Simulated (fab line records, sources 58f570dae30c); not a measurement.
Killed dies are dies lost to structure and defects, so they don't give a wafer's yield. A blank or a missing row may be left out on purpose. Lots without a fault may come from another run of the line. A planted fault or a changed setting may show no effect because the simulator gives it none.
Problem report in the 8D (eight disciplines) form, filled by code | flow berkeley_cmos170 | the parts of the form that need people (team, actions taken, sign-off) are left out

1. THE PROBLEM
FIELD_OXIDE_THK at UCB170_FIELD_THK_MEAS_02 reads a mean of 632 nm on 6 wafers of 2 lots; wafers without a fault read 555 nm with a standard deviation of 9.2. That is +8.4 standard deviations from the usual mean.
First seen on wafer L880.1, day 9 12:19, on film_metro-02. The record holds 42 wafers of 14 lots with a number at this step. Rule for "out", or "out of limits": more than 4 standard deviations from the usual mean. The other wafers with a number count as sound.

2. WHAT IT IS AND WHAT IT IS NOT
question                    | is                           | is not
which readings at this step | FIELD_OXIDE_THK              | -
which lots                  | L880, L881                   | L859, L862, L864, L865, L866, L867, L869, L870, L871, L872, L873, L874
which wafers of those lots  | all that have a number       | -
read on which gauges        | film_metro-02, film_metro-03 | film_metro-04
when                        | from day 9 12:19             | up to then (36 sound wafers)

3. SUSPECTS, AND WHAT RULES EACH OUT
Counting: a tool at a process step up to the reading stays a suspect if it ran every lot that is out and no sound lot after the first of them.
- the gauge at UCB170_FIELD_THK_MEAS_02: ruled out. The wafers that are out were read on 2 gauges (film_metro-02, film_metro-03).
- furnace-04 at UCB170_FIELD_OXIDATION_01 (target thk 558.3 nm, ox time 7200 s): kept. It ran every lot that is out, first L880 (day 9 09:19), and no sound lot after that; its last sound lot up to then is L869 (day 6 21:21). Its own readings are out on those wafers: spike_tc_centre_C, spike_tc_load_C, spike_tc_source_C, tube_center_temp_C, tube_center_temp_C_max.
Left after counting: furnace-04 at UCB170_FIELD_OXIDATION_01.

4. THE CAUSE (what the simulator had put in)
Process parameter drift: furnace-04, from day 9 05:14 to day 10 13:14, at UCB170_FIELD_OXIDATION_01. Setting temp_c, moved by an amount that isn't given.
Counting left only this tool.

5. THE CHAIN OF EFFECTS, in route order
Each row: a reading whose mean over the struck wafers that have a number lies more than 3 standard deviations from the usual. Only readings for which the record gives a usual standard deviation are gone through. hours: the time from each lot's start at the first step in this table that gives one to its start at this step, as a median over the lots. sigmas: the change in usual standard deviations.
hours | step                      | reading                | usual    | on struck wafers | change | sigmas
0     | UCB170_FIELD_OXIDATION_01 | spike_tc_centre_C      | 1002.5 C | 1021.9           | +19.4  | +19
0     | UCB170_FIELD_OXIDATION_01 | spike_tc_load_C        | 1026.2 C | 1046.2           | +20.0  | +20
0     | UCB170_FIELD_OXIDATION_01 | spike_tc_source_C      | 1023.4 C | 1044.0           | +20.6  | +14
0     | UCB170_FIELD_OXIDATION_01 | tube_center_temp_C     | 1000 C   | 1020             | +20    | +99 or more
0     | UCB170_FIELD_OXIDATION_01 | tube_center_temp_C_max | 1002.5   | 1022.5           | +20.0  | +46
3     | UCB170_FIELD_THK_MEAS_02  | FIELD_OXIDE_THK        | 555 nm   | 632              | +77    | +8.4
13    | UCB170_FIELD_THK_MEAS_90  | FIELD_OXIDE_LEFT_1_THK | 438 nm   | 515              | +77    | +8.1
34    | UCB170_FIELD_THK_MEAS_91  | FIELD_OXIDE_LEFT_2_THK | 350 nm   | 426              | +76    | +8.0
The process steps in it:
- UCB170_FIELD_OXIDATION_01: target thk 558.3 nm, ox time 7200 s.

6. WHAT WOULD HAVE CAUGHT IT SOONER
In this record the first reading out of limits at a measuring or inspecting step was taken at day 9 12:19, 7 hours after the fault began at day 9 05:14.
The tool's own readings at UCB170_FIELD_OXIDATION_01 were out on every struck wafer that the step has a row for (spike_tc_centre_C, spike_tc_load_C, spike_tc_source_C, tube_center_temp_C, tube_center_temp_C_max): an alarm limit on them would have fired on the first of those.
All the lots that are out (2) had begun UCB170_FIELD_OXIDATION_01 on furnace-04 by day 9 12:19. A hold on the tool at that time would have spared none of them.
